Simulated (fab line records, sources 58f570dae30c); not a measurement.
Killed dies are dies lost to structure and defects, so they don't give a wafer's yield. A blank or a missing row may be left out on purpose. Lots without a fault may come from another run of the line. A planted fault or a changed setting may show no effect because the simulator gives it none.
fab line records | flow berkeley_cmos170
record lots=13 wafers=39 last_day=15
route steps=331 shown NLDD@168
lots that met no fault: from a run of the same line without faults
start_h: hours from the record's first day to the start of the lot's first wafer shown | wait_h: hours since the lot's step before | " the same as in the row above | L1.1+2: a row that stands for several wafers | - no value, or no start given | * or withheld: withheld | < > ~ a bound
route shown NAME@n: a module of which the file shows steps, and the number in the route of the first | usual: mean/standard deviation of fault-free wafers | same: alike in all rows | chamber/n: place in a boat | sites: the reading at each site | _std_site: their standard deviation | _edge_site: outer sites' mean less inner sites' | radius_mm: how far each site lies from the wafer's centre | mask NAME#n: copy n | behind: the tool/chamber that last shaped the wafer | hold: why the lot was held/for how many hours/how that ended | device: the transistor (n, p or np) that didn't switch | end of line: the same wafers' tests at the end of the route | a step without rows: its recipe alone | killed: dies lost to structure and defects at the first sort, not the wafer's yield | map: a wafer's dies, x killed, . not, _ none there
set.NAME: the setting as run; set.NAME@STEP: as run at that earlier step | model.NAME: the simulator's own value behind a step, which no gauge read
steps of the route over a sample of lots; a table a step, a row a wafer
services: from which hour (start_h, from the record's first day; less than 0 if before it) a tool's chamber was out of use, for how many hours, and why
## steps
# step UCB170_NLDD_STRIP_10
# recipe chemistry=O2 power_w=400 pressure_mtorr=3500 platen_temp_c=withheld o2_flow_sccm=400 overash_fraction=0.5
# usual drypump_motor_current_A=5.8/0.5 o2_flow_sccm=399.9/1.2 oes_product_au=0.735/0.0043 strip_time_to_endpoint_s=21.61/0.055
# same overash_fraction=0.5
# columns lot.wafer tool chamber start_h wait_h drypump_motor_current_A o2_flow_sccm oes_product_au rf_hours_counter_h strip_time_to_endpoint_s
L189.4 plasma_asher-01 1 151.35 0.1 5.5 399.2 0.736 - 21.69
L189.5 " 1 " " 5.5 400.2 0.729 - 21.62
L189.6 " 0 " " 6.3 399.4 0.726 - 21.66
L191.2 plasma_asher-03 1 163.99 0.1 5.6 401.2 0.739 6 21.61
L191.3 " 0 " " 6.4 399.6 0.729 - 21.67
L191.4 " 1 " " 5.7 401.7 0.738 - 21.71
L192.2 plasma_asher-01 1 174.50 0.1 5.5 402.2 0.737 41 21.62
L192.4 " 0 " " 6.2 399.3 0.730 - 21.59
L192.5 " 0 " " 6.3 400.2 0.731 - 21.52
L196.1 plasma_asher-04 1 190.55 0.1 5.0 400.0 0.735 45 21.57
L196.2 " 0 " " 6.0 399.5 0.733 45 21.60
L196.4 " 0 " " 6.0 400.1 0.735 - 21.64
L195.2 plasma_asher-01 0 190.70 0.1 6.3 398.9 0.733 42 21.55
L195.5 " 1 " " 5.5 400.0 0.731 - 21.50
L195.6 " 0 " " 6.2 399.4 0.730 - 21.61
L194.2 plasma_asher-03 0 190.91 0.1 6.4 397.7 0.739 9 21.55
L194.5 " 1 " " 5.6 402.4 0.730 - 21.52
L194.6 " 0 " " 6.4 398.5 0.738 - 21.51
L197.2 plasma_asher-04 0 191.03 0.1 6.0 398.3 0.730 45 21.58
L197.4 " 0 " " 6.1 400.0 0.738 - 21.62
L197.5 " 0 " " 6.0 399.2 0.742 - 21.56
L199.1 plasma_asher-04 0 210.48 0.1 6.0 201.0 0.664 46 24.69
L199.4 " 0 " " 6.1 199.8 0.676 - 24.64
L199.6 " 0 " " 6.0 199.0 0.675 - 24.66
L201.1 plasma_asher-03 1 229.79 0.1 5.7 401.2 0.740 12 21.71
L201.3 " 0 " " 6.5 398.5 0.739 - 21.66
L201.6 " 1 " " 5.7 399.7 0.741 - 21.68
L208.2 plasma_asher-01 0 263.76 0.1 6.3 399.9 0.729 48 21.61
L208.4 " 0 " " 6.3 402.2 0.734 - 21.65
L208.5 " 1 " " 5.5 400.8 0.730 - 21.61
L210.1 plasma_asher-04 0 299.92 0.1 6.0 399.3 0.732 55 21.64
L210.4 " 1 " " 5.0 399.3 0.734 - 21.65
L210.6 " 0 " " 6.0 399.9 0.735 - 21.64
L211.3 plasma_asher-01 1 299.99 0.1 5.5 398.7 0.735 - 21.53
L211.5 " 1 " " 5.5 398.4 0.727 - 21.56
L211.6 " 0 " " 6.3 398.2 0.731 - 21.60
L212.1 plasma_asher-03 0 308.29 0.1 6.5 398.0 0.729 20 21.59
L212.5 " 1 " " 5.7 398.7 0.739 - 21.65
L212.6 " 0 " " 6.5 399.5 0.736 - 21.71
## services
# columns tool chamber start_h hours kind
plasma_asher-03 - 192.11 1.7 repair
plasma_asher-01 - 227.22 11.5 repair
## key
first_sign step=UCB170_NLDD_STRIP_10 reading=o2_flow_sccm direction=down sigmas=99+ usual=399.9 struck=199.9
effect step=UCB170_NLDD_STRIP_10 reading=strip_time_to_endpoint_s direction=up sigmas=55 usual=* struck=*
met_at UCB170_NLDD_STRIP_10
struck_lots L199
struck_wafers L199.1,L199.4,L199.6
tester_left_out L199
onset_between 191.03 210.48
fault kind=process_parameter_drift tool=plasma_asher-04 chamber=0 onset_h=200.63 steps=UCB170_NLDD_STRIP_10 channel=o2_flow_sccm offset=-200 shape=step end_h=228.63 acts_in=these_recipes_only stated=400
# tester_left_out: of these lots the tester's yield and bins aren't shown, on N5 and GAA mostly nor the transistor test; their killed dies are dies lost to structure and defects alone, not to doping, threshold or leakage, so they don't give the yield
